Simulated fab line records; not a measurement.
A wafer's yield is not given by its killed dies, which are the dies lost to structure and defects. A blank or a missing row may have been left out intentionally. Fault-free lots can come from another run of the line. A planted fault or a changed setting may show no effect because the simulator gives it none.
Split-lot experiment :: flow ritCmos :: 23 wafers read across 5 lots, on a route 202 steps long

## THE SPLIT ITSELF
At RIT_ACTIVE_OXIDATION_01 (target thk 46.8 nm, ox time 3360 s), the setting oxTimeS was moved away from the recipe's 3360 s on 20 of the 23 wafers read, by -12.9% to +14.6%. This setting was run at the recipe's value on the other wafers.

The reading comes from the split's own step.

## THE READING
SiO2_of_ACTIVE_OXIDATION_01.thkNm (the simulator's own value, which no gauge read), in nm, at RIT_ACTIVE_OXIDATION_01 (target thk 46.8 nm, ox time 3360 s). No usual value for it is given in the file. Average 46.84 nm, standard deviation 0.49 nm, over the 3 wafers here run with the recipe.

wafer: L074.1
tool, chamber at the split: -, -
oxTimeS as run, s: 3706
against the recipe: +10.3%
SiO2_of_ACTIVE_OXIDATION_01.thkNm, nm: 49.68
against lot-mates on the recipe: no lot-mate on the recipe

wafer: L074.2
tool, chamber at the split: -, -
oxTimeS as run, s: 3706
against the recipe: +10.3%
SiO2_of_ACTIVE_OXIDATION_01.thkNm, nm: 50.07
against lot-mates on the recipe: no lot-mate on the recipe

wafer: L074.3
tool, chamber at the split: -, -
oxTimeS as run, s: 3706
against the recipe: +10.3%
SiO2_of_ACTIVE_OXIDATION_01.thkNm, nm: 50.77
against lot-mates on the recipe: no lot-mate on the recipe

wafer: L074.4
tool, chamber at the split: -, -
oxTimeS as run, s: 3706
against the recipe: +10.3%
SiO2_of_ACTIVE_OXIDATION_01.thkNm, nm: 51.12
against lot-mates on the recipe: no lot-mate on the recipe

wafer: L074.6
tool, chamber at the split: -, -
oxTimeS as run, s: 3706
against the recipe: +10.3%
SiO2_of_ACTIVE_OXIDATION_01.thkNm, nm: 49.82
against lot-mates on the recipe: no lot-mate on the recipe

wafer: L075.1
tool, chamber at the split: -, -
oxTimeS as run, s: 3849
against the recipe: +14.6%
SiO2_of_ACTIVE_OXIDATION_01.thkNm, nm: 49.16
against lot-mates on the recipe: no lot-mate on the recipe

wafer: L075.2
tool, chamber at the split: -, -
oxTimeS as run, s: 3849
against the recipe: +14.6%
SiO2_of_ACTIVE_OXIDATION_01.thkNm, nm: 49.13
against lot-mates on the recipe: no lot-mate on the recipe

wafer: L075.6
tool, chamber at the split: -, -
oxTimeS as run, s: 3849
against the recipe: +14.6%
SiO2_of_ACTIVE_OXIDATION_01.thkNm, nm: 49.13
against lot-mates on the recipe: no lot-mate on the recipe

wafer: L075.4
tool, chamber at the split: -, -
oxTimeS as run, s: 3849
against the recipe: +14.6%
SiO2_of_ACTIVE_OXIDATION_01.thkNm, nm: 49.81
against lot-mates on the recipe: no lot-mate on the recipe

wafer: L075.5
tool, chamber at the split: -, -
oxTimeS as run, s: 3849
against the recipe: +14.6%
SiO2_of_ACTIVE_OXIDATION_01.thkNm, nm: 48.66
against lot-mates on the recipe: no lot-mate on the recipe

wafer: L078.1
tool, chamber at the split: furnace-03, 0
oxTimeS as run, s: 3360
against the recipe: recipe
SiO2_of_ACTIVE_OXIDATION_01.thkNm, nm: 47.53
against lot-mates on the recipe: -

wafer: L078.3
tool, chamber at the split: furnace-03, 0
oxTimeS as run, s: 3360
against the recipe: recipe
SiO2_of_ACTIVE_OXIDATION_01.thkNm, nm: 46.5
against lot-mates on the recipe: -

wafer: L078.4
tool, chamber at the split: furnace-03, 0
oxTimeS as run, s: 3360
against the recipe: recipe
SiO2_of_ACTIVE_OXIDATION_01.thkNm, nm: 46.48
against lot-mates on the recipe: -

wafer: L080.1
tool, chamber at the split: -, -
oxTimeS as run, s: 3562
against the recipe: +6.0%
SiO2_of_ACTIVE_OXIDATION_01.thkNm, nm: 48.82
against lot-mates on the recipe: no lot-mate on the recipe

wafer: L080.2
tool, chamber at the split: -, -
oxTimeS as run, s: 3562
against the recipe: +6.0%
SiO2_of_ACTIVE_OXIDATION_01.thkNm, nm: 48.87
against lot-mates on the recipe: no lot-mate on the recipe

wafer: L080.3
tool, chamber at the split: -, -
oxTimeS as run, s: 3562
against the recipe: +6.0%
SiO2_of_ACTIVE_OXIDATION_01.thkNm, nm: 49.23
against lot-mates on the recipe: no lot-mate on the recipe

wafer: L080.4
tool, chamber at the split: -, -
oxTimeS as run, s: 3562
against the recipe: +6.0%
SiO2_of_ACTIVE_OXIDATION_01.thkNm, nm: 49.63
against lot-mates on the recipe: no lot-mate on the recipe

wafer: L080.6
tool, chamber at the split: -, -
oxTimeS as run, s: 3562
against the recipe: +6.0%
SiO2_of_ACTIVE_OXIDATION_01.thkNm, nm: 48.47
against lot-mates on the recipe: no lot-mate on the recipe

wafer: L084.1
tool, chamber at the split: -, -
oxTimeS as run, s: 2925
against the recipe: -12.9%
SiO2_of_ACTIVE_OXIDATION_01.thkNm, nm: 44.02
against lot-mates on the recipe: no lot-mate on the recipe

wafer: L084.2
tool, chamber at the split: -, -
oxTimeS as run, s: 2925
against the recipe: -12.9%
SiO2_of_ACTIVE_OXIDATION_01.thkNm, nm: 43.02
against lot-mates on the recipe: no lot-mate on the recipe

wafer: L084.3
tool, chamber at the split: -, -
oxTimeS as run, s: 2925
against the recipe: -12.9%
SiO2_of_ACTIVE_OXIDATION_01.thkNm, nm: 44.31
against lot-mates on the recipe: no lot-mate on the recipe

wafer: L084.4
tool, chamber at the split: -, -
oxTimeS as run, s: 2925
against the recipe: -12.9%
SiO2_of_ACTIVE_OXIDATION_01.thkNm, nm: 43.94
against lot-mates on the recipe: no lot-mate on the recipe

wafer: L084.5
tool, chamber at the split: -, -
oxTimeS as run, s: 2925
against the recipe: -12.9%
SiO2_of_ACTIVE_OXIDATION_01.thkNm, nm: 43.34
against lot-mates on the recipe: no lot-mate on the recipe

FIT RESULTS
A straight line over all 23 wafers: SiO2_of_ACTIVE_OXIDATION_01.thkNm changes by +0.23 nm for each +1% of oxTimeS; r = +0.93; the points scatter about the line by 0.94 nm.
Too few moved wafers have a lot-mate on the recipe to fit a line with each lot's own level taken away.

## THE FILE'S OWN FIT
SiO2_of_ACTIVE_OXIDATION_01.thkNm changes by +0.23 nm for each +1% of oxTimeS, r = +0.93.
